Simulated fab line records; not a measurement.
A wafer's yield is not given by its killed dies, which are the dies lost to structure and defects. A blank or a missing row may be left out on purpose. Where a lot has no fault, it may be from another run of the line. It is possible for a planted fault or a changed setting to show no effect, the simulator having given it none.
The tool behind it: which one? || flow berkeley cmos170 || 7 lots, 21 wafers sampled, at 2 steps of a route of 331

== WHAT THE GAUGES READ, wafer by wafer ==
UCB170_ACTIVE_OVL_MEAS_14.
{"lot": "L193", "measured": "day 5 20:46", "on": "overlay-01", "ACTIVE_OVL (nm)": "4 -4 3"}
{"lot": "L195", "measured": "day 5 21:23", "on": "overlay-01", "ACTIVE_OVL (nm)": "8 7 4"}
{"lot": "L190", "measured": "day 5 22:16", "on": "overlay-01", "ACTIVE_OVL (nm)": "8 6 6"}
{"lot": "L201", "measured": "day 6 14:50", "on": "overlay-02", "ACTIVE_OVL (nm)": "10 -5 2"}
{"lot": "L198", "measured": "day 6 15:12", "on": "overlay-02", "ACTIVE_OVL (nm)": "9 13 6"}
{"lot": "L208", "measured": "day 8 08:19", "on": "overlay-02", "ACTIVE_OVL (nm)": "0 4 8"}
{"lot": "L213", "measured": "day 9 06:04", "on": "overlay-02", "ACTIVE_OVL (nm)": "-1 7 8"}

== TOOL THAT RAN EACH LOT (tool first, then ch and the chambers of the sampled wafers, then the start) ==
{"lot": "L193", "UCB170_ACTIVE_DEVELOP_12": "litho track-03 ch 0, day 5 20:00"}
{"lot": "L195", "UCB170_ACTIVE_DEVELOP_12": "litho track-02 ch 0, day 5 21:00"}
{"lot": "L190", "UCB170_ACTIVE_DEVELOP_12": "litho track-01 ch 0, day 5 22:00"}
{"lot": "L201", "UCB170_ACTIVE_DEVELOP_12": "litho track-01 ch 0, day 6 14:00"}
{"lot": "L198", "UCB170_ACTIVE_DEVELOP_12": "litho track-02 ch 0, day 6 14:00"}
{"lot": "L208", "UCB170_ACTIVE_DEVELOP_12": "litho track-01 ch 0, day 8 08:00"}
{"lot": "L213", "UCB170_ACTIVE_DEVELOP_12": "litho track-02 ch 0, day 9 05:00"}
- UCB170_ACTIVE_DEVELOP_12: develop time 45 s.

== THE ANSWER, worked out from the rows above alone ==
Rule: usual is defined by the lots themselves. The widest of any qualifying gaps counts: lots, ordered by their means at a reading, are off when they make up no more than a third of the lots, leave a main group of 4 or more, and stand apart from it by 3 or more times the standard deviation of that group's means. If all means in a main group match to the digits the tables above print for the reading, that group is not used. Also off: a lot with no number at a reading for which 4 or more lots have one. Any other lot the step has rows for is counted as sound.
No lot is off on any of the readings shown, so nothing can be concluded from this.

== WHAT WAS PUT IN BY THE SIMULATOR ==
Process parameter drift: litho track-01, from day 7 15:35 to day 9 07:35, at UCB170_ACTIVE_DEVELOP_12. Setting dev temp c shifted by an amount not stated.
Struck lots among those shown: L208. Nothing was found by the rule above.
